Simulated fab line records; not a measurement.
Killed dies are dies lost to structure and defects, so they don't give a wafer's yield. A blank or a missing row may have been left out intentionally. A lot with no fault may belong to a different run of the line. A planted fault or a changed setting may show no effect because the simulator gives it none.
The tool behind it: which one? | flow berkeley cmos170 | 14 lots, 42 wafers sampled, at 5 steps of a route of 331

## WHAT EACH GAUGE READ, for each wafer
UCB170_START_BOW_MEAS_00. Usual: INCOMING_BOW typically reads -1 um, with standard deviation 6.
lot  | measured    | on            | INCOMING_BOW (um) | flag
L530 | day 2 11:00 | film metro-04 | -3 4 -7           |
L532 | day 2 21:01 | film metro-01 | 7 -4 -1           |
L533 | day 3 02:02 | film metro-02 | -12 -11 1         |
L535 | day 3 12:00 | film metro-04 | -2 1 7            |
L536 | day 3 17:02 | film metro-02 | -9 -2 0           |
L537 | day 3 22:01 | film metro-01 | 4 -9 4            |
L538 | day 4 03:00 | film metro-02 | -2 7 -6           |
L539 | day 4 08:01 | film metro-04 | 4 -10 -6          |
L540 | day 4 13:01 | film metro-02 | -6 -2 3           |
L541 | day 4 18:01 | film metro-01 | 1 2 -5            |
L542 | day 4 23:00 | film metro-02 | 1 5 2             |
L544 | day 5 09:00 | film metro-01 | -3 -2 1           |
L547 | day 6 00:02 | film metro-02 | 1 -9 -10          |
L548 | day 6 05:00 | film metro-01 | -2 -4 5           |

UCB170_ACTIVE_THK_MEAS_03. Usual: ACTIVE_OXIDE_THK typically reads 26.2 nm, with standard deviation 0.49.
lot  | measured    | on            | ACTIVE_OXIDE_THK (nm) | flag
L530 | day 5 10:13 | film metro-02 | 26.7 26.3 26.4        |
L532 | day 5 19:02 | film metro-02 | 25.9 25.5 25.5        |
L533 | day 6 05:16 | film metro-02 | 26.4 26.3 26.4        |
L535 | day 6 21:53 | film metro-01 | 25.9 25.9 25.9        |
L536 | day 6 21:55 | film metro-04 | 26.6 26.5 26.8        |
L537 | day 6 21:54 | film metro-02 | 26.3 25.8 25.9        |
L538 | day 7 11:49 | film metro-04 | 26.7 26.2 26.7        |
L539 | day 7 11:50 | film metro-02 | 26.4 25.8 25.9        |
L540 | day 7 15:41 | film metro-04 | 26.4 26.4 26.7        |
L541 | day 7 15:41 | film metro-01 | 26.6 27.2 26.6        |
L542 | day 8 11:05 | film metro-01 | 25.1 25.4 25.1        |
L544 | day 8 11:05 | film metro-02 | 26.4 26.5 26.5        |
L547 | day 8 18:19 | film metro-01 | 25.7 25.8 26.1        |
L548 | day 9 17:14 | film metro-01 | 26.2 26.3 26.2        |

UCB170_PFIELD_TW_MEAS_09. Usual: PFIELD_TW typically reads 599, with standard deviation 3.7.
lot  | measured     | on            | PFIELD_TW   | flag
L530 | day 6 02:23  | film metro-02 | 599 598 600 |
L532 | day 6 07:33  | film metro-01 | 599 598 600 |
L533 | day 6 16:40  | film metro-02 | 599 602 607 |
L535 | day 7 13:00  | film metro-01 | 597 598 598 |
L536 | day 7 13:10  | film metro-03 | 600 601 603 |
L537 | day 7 12:52  | film metro-03 | 601 600 602 |
L538 | day 7 21:35  | film metro-03 | 600 603 599 |
L539 | day 7 21:30  | film metro-01 | 596 601 598 |
L540 | day 8 04:33  | film metro-02 | 642 644 646 | OFF
L541 | day 8 04:57  | film metro-01 | 593 593 594 |
L542 | day 8 21:42  | film metro-01 | 593 594 592 |
L544 | day 8 21:30  | film metro-03 | 645 643 643 | OFF
L547 | day 9 09:26  | film metro-02 | 596 596 600 |
L548 | day 10 10:19 | film metro-02 | 597 596 598 |

UCB170_CONTACT_OVL_MEAS_16. Usual: CONTACT_OVL typically reads 0 nm, with standard deviation 6.2.
lot  | measured     | on         | CONTACT_OVL (nm) | flag
L530 | day 9 11:59  | overlay-01 | -11 -5 -5        |
L532 | day 9 19:12  | overlay-01 | -8 2 2           |
L533 | day 10 00:51 | overlay-01 | 3 -9 -8          |
L535 | day 10 16:43 | overlay-02 | 5 4 11           |
L536 | day 10 18:38 | overlay-02 | 1 2 5            |
L537 | day 10 15:35 | overlay-02 | -3 5 3           |
L538 | day 11 03:05 | overlay-02 | -1 -8 4          |
L539 | day 11 01:34 | overlay-01 | 7 0 -6           |
L540 | day 11 00:44 | overlay-02 | -13 -9 -15       |
L541 | day 11 02:29 | overlay-01 | 8 5 0            |
L542 | day 12 07:14 | overlay-02 | 1 0 -5           |
L544 | day 12 07:31 | overlay-01 | -1 -4 -3         |
L547 | day 12 12:07 | overlay-01 | -2 -9 -6         |
L548 | day 13 08:35 | overlay-02 | 2 6 -2           |

## WHAT TOOL EACH LOT RAN ON (gives the tool, then ch and the chambers of the sampled wafers, and finally the start)
lot  | UCB170_PFIELD_IMPLANT_07
L530 | implanter-02 ch 0, day 6 02:08
L532 | implanter-01 ch 0, day 6 07:19
L533 | implanter-02 ch 0, day 6 16:26
L535 | implanter-02 ch 0, day 7 12:45
L536 | implanter-02 ch 0, day 7 12:57
L537 | implanter-02 ch 0, day 7 12:38
L538 | implanter-04 ch 0, day 7 21:20
L539 | implanter-02 ch 0, day 7 21:16
L540 | implanter-02 ch 0, day 8 04:19
L541 | implanter-04 ch 0, day 8 04:43
L542 | implanter-01 ch 0, day 8 21:27
L544 | implanter-02 ch 0, day 8 21:15
L547 | implanter-04 ch 0, day 9 09:13
L548 | implanter-01 ch 0, day 10 10:04
- UCB170_PFIELD_IMPLANT_07

## AS READ BY THE TOOLS THEMSELVES (means over the sampled wafers that have a number; for cases with no such wafer, the mark the record gives instead)
UCB170_PFIELD_IMPLANT_07. Usual: dose ions cm2 2.0006e+13, standard deviation 2e+10; faraday current uA 63.4, standard deviation 1.3.
lot  | tool         | dose ions cm2 | faraday current uA | flag
L530 | implanter-02 | 2.0022e+13    | 64.7               |
L532 | implanter-01 | 2.0004e+13    | 63.9               |
L533 | implanter-02 | 2.0023e+13    | 63.4               |
L535 | implanter-02 | 2.0003e+13    | 63.0               |
L536 | implanter-02 | 1.9997e+13    | 63.6               |
L537 | implanter-02 | 2.0024e+13    | 63.9               |
L538 | implanter-04 | 2.0003e+13    | 62.9               |
L539 | implanter-02 | 2.0019e+13    | 63.7               |
L540 | implanter-02 | 2.4814e+13    | 79.0               | OFF
L541 | implanter-04 | 2.0003e+13    | 63.6               |
L542 | implanter-01 | 2.0017e+13    | 63.8               |
L544 | implanter-02 | 2.4813e+13    | 78.9               | OFF
L547 | implanter-04 | 2.0010e+13    | 63.5               |
L548 | implanter-01 | 2.0026e+13    | 63.5               |

## THE ANSWER, worked out from the rows above alone
Rule: take the mean of a lot's wafers that have a number; if it is more than 3 standard deviations from the usual mean, the lot is off. Also off: a lot with no number at a reading for which 4 or more lots have one. Where the step has rows for the other lots, those lots are counted as sound. First the gauges in route order, then the tools' own readings, where a lot's mean is used as printed above. At the first step where some lot is off, the reading lying furthest off is the one used; lots without a number count as furthest.
Off: L540, L544, at UCB170_PFIELD_TW_MEAS_09 (PFIELD_TW).
A tool fits if, at a process step before that reading, it ran every lot that is off, and no sound lot after the first of them. The gauges at UCB170_PFIELD_TW_MEAS_09 aren't tried: what is off there is off at UCB170_PFIELD_IMPLANT_07 too, on other tools, and a gauge's error can't cause that. One candidate fits, namely implanter-02 at UCB170_PFIELD_IMPLANT_07. A fault onset in the window from L539 (day 7 21:16, its last sound lot) to L540 (day 8 04:19, its first lot off) fits.
The tool's own readings at UCB170_PFIELD_IMPLANT_07 bear it out: on the lots that are off they differ by more than 5 times the standard deviation of the sound lots' means. dose ions cm2 reads 2.4814e+13 there against 2.0013e+13 on the sound lots; faraday current uA reads 79.0 there against 63.6 on the sound lots.

## WHAT THE SIMULATOR HAD PUT IN
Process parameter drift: implanter-02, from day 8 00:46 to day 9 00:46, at UCB170_PFIELD_IMPLANT_07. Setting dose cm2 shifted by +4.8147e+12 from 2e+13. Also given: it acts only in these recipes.
Struck lots among those shown: L540, L544. Same finding as the rule above.
